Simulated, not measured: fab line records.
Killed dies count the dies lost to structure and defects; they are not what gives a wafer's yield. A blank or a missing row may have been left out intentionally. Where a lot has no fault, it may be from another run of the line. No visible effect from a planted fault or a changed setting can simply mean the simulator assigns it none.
fab line records	flow ritCmos	part 2 of 2: steps 38 to 50 of 50
record lots=5	wafers=15	lastDay=7
route steps=202 shown PWELL@45 WELLDRIVE@50 NWELL@51 NRETRO@53 PRETRO@64 GATE@75 FOX2@80
lots with no fault: from the same line, run without faults
startH: hours from the record's first day to the start of the lot's first wafer shown	waitH: hours elapsed since this lot's preceding step	" as in the row above	L1.1+2: one row covering several wafers at once	- no value, or no start was given	* or withheld: withheld	< > ~ a bound
route shown NAME@n: a module of which the file shows steps, and the number in the route of the first	usual: mean/standard deviation taken from wafers without a fault	same: alike in all rows	chamber/n: place in a boat	sites: per-site readings	_std_site: standard deviation across them	_edge_site: inner sites' mean taken away from outer sites' mean	radiusMm: how far each site lies from the wafer's centre	mask NAME#n: copy n	behind: the most recent tool/chamber to have shaped the wafer	hold: the reason the lot was held/the length of the hold in hours/how it ended	device: transistor that didn't switch, given as n, p or np	end of line: at the end of the route, the tests of the same wafers	a step without rows: its recipe alone	killed: count of dies lost to structure and defects at first sort (not the wafer's yield)	map: per-die view of a wafer (x killed, . not killed, _ where there is no die)
set.NAME: the run value of the setting; set.NAME@STEP: its run value at that earlier step	model.NAME: the simulator's own value behind a step, which no gauge read
a table for each step, a row for each wafer; lots at some steps of the route
services: from which hour (startH, from the record's first day; less than 0 if before it) a tool's chamber was out of use, for how many hours, and why
## steps
# step RIT_GATE_ANNEAL_06
# recipe tempC=900	timeS=600	ambient=N2O
# usual spikeTcLoadC=925.7/1.4	tubeCenterTempC=900/0.081
# same timeS=600
lot.wafer	tool	chamber	startH	waitH	spikeTcLoadC	tubeCenterTempC
L075.1	furnace-02	0	39.47	1.1	926.5	899.82
L075.2	"	0	"	"	926.4	899.96
L075.4	"	0	"	"	928.7	899.89
L082.2	furnace-02	0	73.29	0.0	926.5	899.89
L082.5	"	0	"	"	927.5	900.19
L082.6	"	0	"	"	925.8	900.17
L084.2	furnace-02	0	83.61	0.0	927.4	900.1
L084.3	"	0	"	"	927.6	900.18
L084.4	"	0	"	"	927.6	899.99
L090.1	furnace-02	0	113.43	0.0	925.6	899.94
L090.5	"	0	"	"	928.0	900
L090.6	"	0	"	"	925.6	900.07
L094.1	furnace-01	0	133.05	0.0	923.8	899.96
L094.4	"	0	"	"	923.7	900.14
L094.5	"	0	"	"	923.5	899.9
# step RIT_GATE_THK_MEAS_07
# recipe reads=SiO2_of_GATE_OXIDATION_05
# usual GATE_OXIDE_THK=3.01/0.066
lot.wafer	tool	chamber	startH	waitH	GATE_OXIDE_THK[nm]
L075.1	filmMetro-02	-	39.72	0.0	2.92
L075.2	"	-	"	"	3.05
L075.4	"	-	"	"	2.98
L082.2	filmMetro-04	-	73.55	0.0	3.02
L082.5	"	-	"	"	3.05
L082.6	"	-	"	"	3.01
L084.2	filmMetro-04	-	83.87	0.0	2.97
L084.3	"	-	"	"	2.87
L084.4	"	-	"	"	2.90
L090.1	filmMetro-02	-	113.68	0.0	2.99
L090.5	"	-	"	"	2.97
L090.6	"	-	"	"	2.97
L094.1	filmMetro-04	-	133.30	0.0	3.04
L094.4	"	-	"	"	2.97
L094.5	"	-	"	"	3.07
# step RIT_GATE_CVD_08
# recipe material=poly-Si	targetThkNm=250	tempC=610	precursor=SiH4	timeS=2220	pressureMtorr=300	sih4FlowSccm=100
# usual spikeTcLoadC=630.5/1.8
# same timeS=2220
lot.wafer	tool	chamber	startH	waitH	spikeTcLoadC
L075.1	lpcvd-01	1	39.78	0.1	633.8
L075.2	"	1	"	"	632.8
L075.4	"	1	"	"	632.3
L082.2	lpcvd-01	0	73.60	0.0	628.5
L082.5	"	0	"	"	628.0
L082.6	"	0	"	"	628.5
L084.2	lpcvd-02	1	83.92	0.0	632.1
L084.3	"	1	"	"	631.5
L084.4	"	1	"	"	631.6
L090.1	lpcvd-02	1	113.74	0.1	629.6
L090.5	"	1	"	"	631.8
L090.6	"	1	"	"	631.5
L094.1	lpcvd-01	1	133.36	0.1	634.0
L094.4	"	1	"	"	633.2
L094.5	"	1	"	"	633.4
# step RIT_GATE_THK_MEAS_09
# recipe reads=poly-Si_of_GATE_CVD_08
# usual GATE_POLY_THK=250.8/2.4
lot.wafer	tool	chamber	startH	waitH	GATE_POLY_THK[nm]
L075.1	filmMetro-02	-	41.40	0.0	252.3
L075.2	"	-	"	"	251.5
L075.4	"	-	"	"	252.5
L082.2	filmMetro-01	-	75.23	0.0	251.4
L082.5	"	-	"	"	250.2
L082.6	"	-	"	"	253.3
L084.2	filmMetro-04	-	85.55	0.0	251.8
L084.3	"	-	"	"	252.7
L084.4	"	-	"	"	251.2
L090.1	filmMetro-02	-	115.36	0.0	251.2
L090.5	"	-	"	"	250.8
L090.6	"	-	"	"	249.9
L094.1	filmMetro-01	-	134.98	0.0	249.7
L094.4	"	-	"	"	249.7
L094.5	"	-	"	"	247.6
# step RIT_GATE_HMDS_10
# recipe primeTimeS=60	primeTempC=140
# same primeTimeS=60
lot.wafer	tool	chamber	startH	waitH
L075.1+2+4	lithoTrack-01	0	41.46	0.1
L082.2+5+6	lithoTrack-02	0	75.31	0.1
L084.2+3+4	lithoTrack-02	0	85.62	0.1
L090.1+5+6	lithoTrack-04	0	115.42	0.1
L094.1+4+5	lithoTrack-02	0	135.04	0.1
# step RIT_GATE_COAT_11
# recipe resist=NOVOLAK	spinRpm=4250	resistThkNm=850
lot.wafer	tool	chamber	startH	waitH
L075.1+2+4	lithoTrack-01	0	41.61	0.1
L082.2+5+6	lithoTrack-02	0	75.46	0.1
L084.2+3+4	lithoTrack-02	0	85.77	0.1
L090.1+5+6	lithoTrack-04	0	115.57	0.1
L094.1+4+5	lithoTrack-02	0	135.19	0.1
# step RIT_GATE_SOFTBAKE_12
# recipe resist=NOVOLAK	tempC=90	timeS=58.29
# same timeS=58.29
lot.wafer	tool	chamber	startH	waitH
L075.1+2+4	lithoTrack-01	0	41.76	0.1
L082.2+5+6	lithoTrack-02	0	75.61	0.1
L084.2+3+4	lithoTrack-02	0	85.92	0.1
L090.1+5+6	lithoTrack-04	0	115.72	0.1
L094.1+4+5	lithoTrack-02	0	135.34	0.1
# step RIT_GATE_EXPOSE_13
# recipe maskId=M6	na=0.6	sourceShape=conventional	sigmaOuter=0.6	targetCdNm=150	doseMj=380
lot.wafer	tool	chamber	startH	waitH	mask
L075.1+2+4	ilineStepper-01	0	41.91	0.1	M6#0
L082.2+5+6	ilineStepper-01	0	75.87	0.2	M6#0
L084.2+3+4	ilineStepper-01	0	86.07	0.1	M6#0
L090.1+5+6	ilineStepper-02	0	115.87	0.1	M6#0
L094.1+4+5	ilineStepper-02	0	135.61	0.3	M6#0
# step RIT_GATE_PEB_14
# recipe resist=NOVOLAK	tempC=withheld	timeS=withheld
lot.wafer	tool	chamber	startH	waitH
L075.1+2+4	lithoTrack-01	0	42.19	0.3
L082.2+5+6	lithoTrack-01	0	76.00	0.1
L084.2+3+4	lithoTrack-04	0	86.19	0.1
L090.1+5+6	lithoTrack-02	0	115.98	0.1
L094.1+4+5	lithoTrack-04	0	135.75	0.1
# step RIT_GATE_DEVELOP_15
# recipe resist=NOVOLAK	developTimeS=48.97	devTempC=23
lot.wafer	tool	chamber	startH	waitH
L075.1+2+4	lithoTrack-01	0	-	-
L082.2+5+6	lithoTrack-01	0	-	-
L084.2+3+4	lithoTrack-04	0	-	-
L090.1+5+6	lithoTrack-02	0	-	-
L094.1+4+5	lithoTrack-04	0	-	-
# step RIT_GATE_CD_MEAS_16
# recipe targetCdNm=150
# usual cdNm=148.7/2.5
lot.wafer	tool	chamber	startH	waitH	cdNm
L075.1	cdSem-01	-	42.47	-	150.2
L075.2	"	-	"	"	147.5
L075.4	"	-	"	"	151.5
L082.2	cdSem-01	-	76.28	-	150.2
L082.5	"	-	"	"	148.4
L082.6	"	-	"	"	148.1
L084.2	cdSem-02	-	86.47	-	149.5
L084.3	"	-	"	"	151.8
L084.4	"	-	"	"	149.5
L090.1	cdSem-02	-	116.27	-	147.0
L090.5	"	-	"	"	150.7
L090.6	"	-	"	"	149.5
L094.1	cdSem-02	-	136.03	-	149.4
L094.4	"	-	"	"	151.0
L094.5	"	-	"	"	153.3
# step RIT_GATE_OVL_MEAS_17
# usual GATE_OVL=-0.5/1.6
lot.wafer	tool	chamber	startH	waitH	GATE_OVL[nm]
L075.1	overlay-02	-	42.59	0.1	-1.6
L075.2	"	-	"	"	0.0
L075.4	"	-	"	"	0.1
L082.2	overlay-01	-	76.38	0.1	-0.1
L082.5	"	-	"	"	2.0
L082.6	"	-	"	"	0.1
L084.2	overlay-01	-	86.57	0.1	1.7
L084.3	"	-	"	"	1.4
L084.4	"	-	"	"	-1.6
L090.1	overlay-02	-	116.39	0.1	1.8
L090.5	"	-	"	"	-0.1
L090.6	"	-	"	"	-1.1
L094.1	overlay-02	-	136.15	0.1	-0.7
L094.4	"	-	"	"	0.1
L094.5	"	-	"	"	-0.9
# step RIT_GATE_HARDBAKE_18
# recipe resist=NOVOLAK	tempC=140	timeS=60
# same timeS=60
lot.wafer	tool	chamber	startH	waitH
L075.1+2+4	lithoTrack-02	0	42.63	0.0
L082.2+5+6	lithoTrack-01	0	76.44	0.0
L084.2+3+4	lithoTrack-04	0	86.63	0.0
L090.1+5+6	lithoTrack-01	0	116.55	0.2
L094.1+4+5	lithoTrack-02	0	136.19	0.0
## services
tool	chamber	startH	hours	kind
furnace-02	-	4.00	6.9	repair
implanter-03	-	6.36	13.1	repair
furnace-01	-	9.15	3.5	pm
ilineStepper-02	-	12.96	1.7	pm
ilineStepper-01	-	14.63	1.7	pm
wetBench-04	-	25.85	5.4	repair
ilineStepper-01	0	37.47	-	calibration
plasmaAsher-04	-	40.20	13.1	repair
implanter-02	-	56.59	8.4	repair
implanter-03	-	63.28	2.1	repair
implanter-02	-	76.25	2.2	repair
furnace-02	-	78.14	4.1	pm
plasmaAsher-04	-	83.19	3.2	repair
ilineStepper-02	0	94.44	-	calibration
furnace-04	-	97.50	3.9	pm
implanter-02	-	100.83	1.0	repair
implanter-01	-	106.97	2.5	repair
plasmaAsher-01	-	108.75	9.0	pm
plasmaAsher-01	0	108.75	9.0	ventCycle
plasmaAsher-01	1	108.75	9.0	ventCycle
plasmaAsher-01	0	117.75	-	clean
plasmaAsher-01	1	117.75	-	clean
furnace-04	-	132.91	13.1	pm
